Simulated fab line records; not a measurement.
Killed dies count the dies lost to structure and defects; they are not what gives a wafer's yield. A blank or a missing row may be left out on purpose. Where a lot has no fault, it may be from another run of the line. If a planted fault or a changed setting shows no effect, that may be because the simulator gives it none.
A struck lot beside a sound one / flow berkeley cmos170 / 14 out of 331 route steps
Sound: these wafers, L571.1, L571.5, L571.6. Wafers L586.2, L586.3, L586.6 were the ones struck. At the end, the cause is stated.
Each step with rows lists, per side, the tool, then ch with its chambers, then its first start. Under that, the readings that differ: sound wafers / struck wafers / difference of the means / sigmas: that difference in standard deviations of wafers without a fault.
alike: readings with means less than 2 such deviations apart, plus words and numbers identical on both sides. not compared: withheld readings, readings lacking a value on some wafer, bounds such as >300 that could conceal the same value, and numbers that have no deviation in the record and whose values overlap.
Wherever a step has rows on one side only, a row that says differs or no value, or a row with sigmas, the two part there. Numbers that have no deviation but don't overlap get no sigmas and don't part them. Lack of a reading on every wafer of one side parts them only where that side has two or more wafers.

UCB170_M2_METAL_ETCH_18: etches Al in Cl2/BCl3, stops on SiO2, target depth 1170 nm, time 195 s.
  sound on rie metal-04 ch 0,1, day 7 13:07; struck on rie metal-02 ch 0,1, day 10 17:25
  alike: bcl3 flow sccm, drypump motor current A, oes product au, throttle valve pct
  not compared: rf hours counter h
UCB170_M2_STRIP_19: strips in O2.
  sound on plasma asher-01 ch 0,1, day 7 13:18; struck on plasma asher-04 ch 1, day 10 17:40
  alike: drypump motor current A, oes product au
  not compared: rf hours counter h
UCB170_M2_CD_MEAS_90: the cd target is 700 nm.
  sound on cd sem-02 at day 7 13:31; struck on cd sem-01 at day 10 17:47
  alike: cd nm
UCB170_V2_CVD_00: deposits SiO2 from TEOS/O2, target thk 2000 nm, time 250 s.
  sound on pecvd-01 ch 0,1, day 7 13:38; struck on pecvd-01 ch 0,1, day 10 17:53
  alike: heater power w, pressure mtorr
UCB170_V2_THK_MEAS_01:
  sound on film metro-02 at day 7 13:47; struck on film metro-01 at day 10 18:03
  alike: V2_TEOS_THK
UCB170_V2_CMP_02: polishes SiO2.
  sound on cmp-01 ch 2,3, day 7 13:51; struck on cmp-01 ch 1,3, day 10 18:09
  alike: motor current A
UCB170_V2_BOW_MEAS_03:
  sound on film metro-02 at day 7 14:09; struck on film metro-02 at day 10 18:25
  alike: V2_BOW
UCB170_V2_THK_MEAS_04:
  sound on film metro-02 at day 7 14:16; struck on film metro-02 at day 10 18:32
  alike: V2_POLISHED_THK
then, 4 steps without rows for these wafers: UCB170_V2_CLEAN_05 (cleans in DIW); UCB170_V2_HMDS_06 (prime time 60 s); UCB170_V2_COAT_07 (resist thk 900 nm); UCB170_V2_SOFTBAKE_08 (time 60 s).
UCB170_V2_EXPOSE_09: exposes mask VIA2, target cd 700 nm.
  struck on krf scanner-02, day 10 19:26; sound on krf scanner-02 ch 0, day 7 15:14
  no value came back on the struck wafers for exposure dose mJ cm2, focus offset nm (nm); on the sound wafers exposure dose mJ cm2 reads 36.99 36.99 37.02
  alike: mask
then, 1 step without rows for these wafers: UCB170_V2_PEB_10.

WHERE THEY PART
UCB170_V2_EXPOSE_09 only, going by this record.

WHY: whatever the simulator had introduced
Skipped step whole: krf scanner-02, from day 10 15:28 on, at UCB170_V2_EXPOSE_09. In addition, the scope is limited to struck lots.
